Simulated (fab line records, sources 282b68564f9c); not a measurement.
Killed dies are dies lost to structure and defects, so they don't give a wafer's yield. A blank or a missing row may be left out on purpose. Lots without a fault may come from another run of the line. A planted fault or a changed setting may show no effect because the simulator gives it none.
Tool commonality check | flow rit_cmos | 14 lots, 42 wafers sampled

WHY IT WAS OPENED
At RIT_PLDD_TW_MEAS_10 the reading PLDD_TW is flagged on 2 of 14 lots. Wafers without a fault read 2338, standard deviation 14.
Rule: a lot is flagged when every wafer of it that has a number lies more than 4 standard deviations from that mean, or none has a number. The other lots count as sound.

lot  | measured    | on            | PLDD_TW, wafer by wafer | flag
L986 | day 3 00:56 | film_metro-02 | 2336 2328 2321          |
L987 | day 3 08:24 | film_metro-04 | 2347 2326 2335          |
L988 | day 3 15:10 | film_metro-03 | 2345 2321 2335          |
L990 | day 4 03:31 | film_metro-02 | 2337 2334 2336          |
L991 | day 4 06:13 | film_metro-04 | 2305 2318 2308          |
L992 | day 4 08:46 | film_metro-04 | 2306 2320 2318          |
L995 | day 5 03:41 | film_metro-04 | 2318 2332 2334          |
L996 | day 5 05:20 | film_metro-04 | 2332 2342 2338          |
L998 | day 5 14:29 | film_metro-04 | 2853 2854 2857          | FLAGGED
L999 | day 5 22:49 | film_metro-03 | 2861 2884 2861          | FLAGGED
L103 | day 7 00:18 | film_metro-03 | 2356 2332 2352          |
L106 | day 7 07:31 | film_metro-03 | 2343 2350 2349          |
L107 | day 7 15:32 | film_metro-04 | 2322 2330 2329          |
L108 | day 7 19:27 | film_metro-03 | 2353 2348 2341          |
The numbers of the flagged lots are 2862 on average: +524 against the usual, or +37 standard deviations.

WHICH TOOL RAN EACH LOT
The record holds 3 process steps before the reading, out of a route of 202 steps. In each cell: the tool, then ch and the chambers that the sampled wafers went through, then the start.
lot  | flag    | RIT_NWELL_STRIP_09                  | RIT_PWELL_SOFTBAKE_02            | RIT_NLDD_COAT_01
L986 |         | plasma_asher-03 ch 0,1, day 2 02:22 | litho_track-04 ch 0, day 2 02:54 | litho_track-03 ch 0, day 2 22:13
L987 |         | plasma_asher-01 ch 0,1, day 2 08:22 | litho_track-04 ch 0, day 2 08:55 | litho_track-03 ch 0, day 3 05:21
L988 |         | plasma_asher-04 ch 0,1, day 2 13:39 | litho_track-03 ch 0, day 2 14:11 | litho_track-02 ch 0, day 3 12:34
L990 |         | plasma_asher-04 ch 0,1, day 3 00:20 | litho_track-03 ch 0, day 3 00:52 | litho_track-02 ch 0, day 4 00:31
L991 |         | plasma_asher-04 ch 0,1, day 3 06:20 | litho_track-02 ch 0, day 3 06:52 | litho_track-04 ch 0, day 4 03:35
L992 |         | plasma_asher-04 ch 0,1, day 3 10:05 | litho_track-03 ch 0, day 3 10:38 | litho_track-03 ch 0, day 4 06:01
L995 |         | plasma_asher-01 ch 0,1, day 4 01:49 | litho_track-04 ch 0, day 4 02:34 | litho_track-02 ch 0, day 5 00:56
L996 |         | plasma_asher-04 ch 0,1, day 4 04:29 | litho_track-03 ch 0, day 4 05:03 | litho_track-03 ch 0, day 5 02:43
L998 | FLAGGED | plasma_asher-01 ch 0,1, day 4 15:34 | litho_track-04 ch 0, day 4 16:08 | litho_track-02, day 5 11:52
L999 | FLAGGED | plasma_asher-04 ch 0,1, day 4 19:00 | litho_track-04 ch 0, day 4 19:36 | litho_track-02, day 5 20:04
L103 |         | plasma_asher-03 ch 0,1, day 5 23:33 | litho_track-03 ch 0, day 6 00:05 | litho_track-04 ch 0, day 6 21:23
L106 |         | plasma_asher-04 ch 0,1, day 6 08:09 | litho_track-04 ch 0, day 6 08:41 | litho_track-04 ch 0, day 7 04:53
L107 |         | plasma_asher-04 ch 0,1, day 6 12:25 | litho_track-03 ch 0, day 6 12:56 | litho_track-03 ch 0, day 7 12:41
L108 |         | plasma_asher-04 ch 0,1, day 6 18:53 | litho_track-02 ch 0, day 6 19:24 | litho_track-04 ch 0, day 7 16:44
What these steps do:
- RIT_NWELL_STRIP_09: strips in O2, time 180 s.
- RIT_PWELL_SOFTBAKE_02: time 61.77 s.
- RIT_NLDD_COAT_01: resist thk 1000 nm.
- RIT_PLDD_TW_MEAS_10

FLAGGED OVER TOTAL, TOOL BY TOOL (the gauges that took the reading come last)
step                  | tool            | lots run | flagged | share of the flagged lots | sound lots run after its first flagged lot
RIT_NWELL_STRIP_09    | plasma_asher-01 | 3        | 1       | some                      | 0
RIT_NWELL_STRIP_09    | plasma_asher-03 | 2        | 0       | none                      | -
RIT_NWELL_STRIP_09    | plasma_asher-04 | 9        | 1       | some                      | 3 (L106,L107,L108)
RIT_PWELL_SOFTBAKE_02 | litho_track-02  | 2        | 0       | none                      | -
RIT_PWELL_SOFTBAKE_02 | litho_track-03  | 6        | 0       | none                      | -
RIT_PWELL_SOFTBAKE_02 | litho_track-04  | 6        | 2       | all                       | 1 (L106)
RIT_NLDD_COAT_01      | litho_track-02  | 5        | 2       | all                       | 0
RIT_NLDD_COAT_01      | litho_track-03  | 5        | 0       | none                      | -
RIT_NLDD_COAT_01      | litho_track-04  | 4        | 0       | none                      | -
RIT_PLDD_TW_MEAS_10   | film_metro-02   | 2        | 0       | none                      | -
RIT_PLDD_TW_MEAS_10   | film_metro-03   | 5        | 1       | some                      | 3 (L103,L106,L108)
RIT_PLDD_TW_MEAS_10   | film_metro-04   | 7        | 1       | some                      | 1 (L107)

WHAT THE TABLE ALLOWS
2 rows of the table ran every flagged lot: litho_track-04 at RIT_PWELL_SOFTBAKE_02, litho_track-02 at RIT_NLDD_COAT_01.
- litho_track-04 at RIT_PWELL_SOFTBAKE_02: 2 of its 6 lots flagged. Sound lots ran on it after the first flagged one (L106), which a lasting fault on the whole tool wouldn't allow.
- litho_track-02 at RIT_NLDD_COAT_01: 2 of its 5 lots flagged. Its last sound lot is L995 (day 5 00:56), its first flagged lot L998 (day 5 11:52): a fault that began between those two fits. On the flagged lots its readings are blank where sound lots have values: chill_plate_temp_C, dispense_pressure_kPa.
One tool is left: litho_track-02 at RIT_NLDD_COAT_01.

WHAT THE SIMULATOR HAD PUT IN
Skipped step whole: litho_track-02, from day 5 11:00 on, at RIT_NLDD_COAT_01. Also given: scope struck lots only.
Lots struck among those shown: L998, L999. The rule above found the same.
